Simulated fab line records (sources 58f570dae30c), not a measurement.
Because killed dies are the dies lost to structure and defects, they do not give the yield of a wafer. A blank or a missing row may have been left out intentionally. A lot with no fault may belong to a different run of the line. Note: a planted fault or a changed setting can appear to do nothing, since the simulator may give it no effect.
2 desks looking at one fault | flow berkeley cmos170 | each desk holds nothing but its own numbers, with what lay behind them at the end

## TOOL OWNER'S DESK, implanter-03
The tool's own readings at UCB170_NWELL_IMPLANT_14, given as means over the sampled wafers that have a number, one for each lot that went through this tool. Any lot whose mean is over 4 standard deviations away from the usual mean is out of limits and marked OUT; that distance is given in the brackets.
Columns: A = dose ions cm2 at UCB170_NWELL_IMPLANT_14, usual 1.0001e+13; B = faraday current uA at UCB170_NWELL_IMPLANT_14, usual 31.7
lot  | first seen here | A                    | B
L493 | day 3 12:41     | 9.9990e+12           | 32.3
L496 | day 3 20:02     | 9.9973e+12           | 32.0
L504 | day 5 14:08     | 1.1029e+13 (+93) OUT | 34.5 (+4.6) OUT
L505 | day 5 16:28     | 1.1005e+13 (+91) OUT | 35.2 (+5.8) OUT
L507 | day 5 21:52     | 1.0991e+13 (+90) OUT | 34.5 (+4.7) OUT
This desk's verdict: out of limits on L504, L505, L507, starting with L504 at day 5 14:08 (dose ions cm2 at UCB170_NWELL_IMPLANT_14). L493, L496 stayed within limits.

## FROM THE METROLOGY DESK
Lot by lot, what the gauges showed, no matter which tool ran the lot: averages of those sampled wafers that carry a number. Any lot whose mean is over 4 standard deviations away from the usual mean is out of limits and marked OUT; that distance is given in the brackets.
Columns: A = NWELL_TW at UCB170_NWELL_TW_MEAS_16, usual 1257; B = PWELL_NITRIDE_THK at UCB170_PWELL_THK_MEAS_06, usual 220.3 nm; C = V1_OVL at UCB170_V1_OVL_MEAS_13, usual -3 nm
lot  | first seen here | A    | B     | C
L489 | day 2 07:45     | 1239 | 219.2 | -15
L490 | day 2 12:27     | 1255 | 217.1 | -5
L491 | day 2 19:01     | 1276 | 223.7 | -1
L492 | day 2 20:59     | 1240 | 221.1 | -3
L493 | day 3 12:55     | 1253 | 217.3 | 5
L494 | day 3 13:02     | 1270 | 218.8 | -10
L496 | day 3 20:15     | 1272 | 219.3 | 2
L497 | day 3 20:28     | 1258 | 217.9 | -13
L498 | day 4 00:56     | 1279 | 219.8 | -12
L502 | day 4 18:35     | 1252 | 218.9 | -1
L504 | day 5 14:22     | 1297 | 221.6 | -4
L505 | day 5 16:43     | 1303 | 222.1 | 3
L507 | day 5 22:07     | 1318 | 218.3 | 4
L509 | day 6 06:35     | 1258 | 221.4 | 1
L512 | day 6 22:07     | 1244 | 217.4 | -6
This desk's verdict: no lot among the 15 shows anything out of limits.

## BROUGHT TOGETHER
The tool owner's desk had the chance to raise an alarm at day 5 14:08 on L504, L505, L507.
The metrology desk saw nothing out of limits.
The metrology desk holds a record of L504, L505, L507, inside its limits.
Of the lots named, all ran UCB170_NWELL_IMPLANT_14 on implanter-03.

## WHAT HAD BEEN PUT IN BY THE SIMULATOR
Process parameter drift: implanter-03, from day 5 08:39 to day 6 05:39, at UCB170_NWELL_IMPLANT_14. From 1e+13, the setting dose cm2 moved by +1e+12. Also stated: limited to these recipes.
Struck lots among those shown: L504, L505, L507.
How many hours passed from the start of the fault until each desk's first out-of-limits reading: the tool owner's desk, 5.
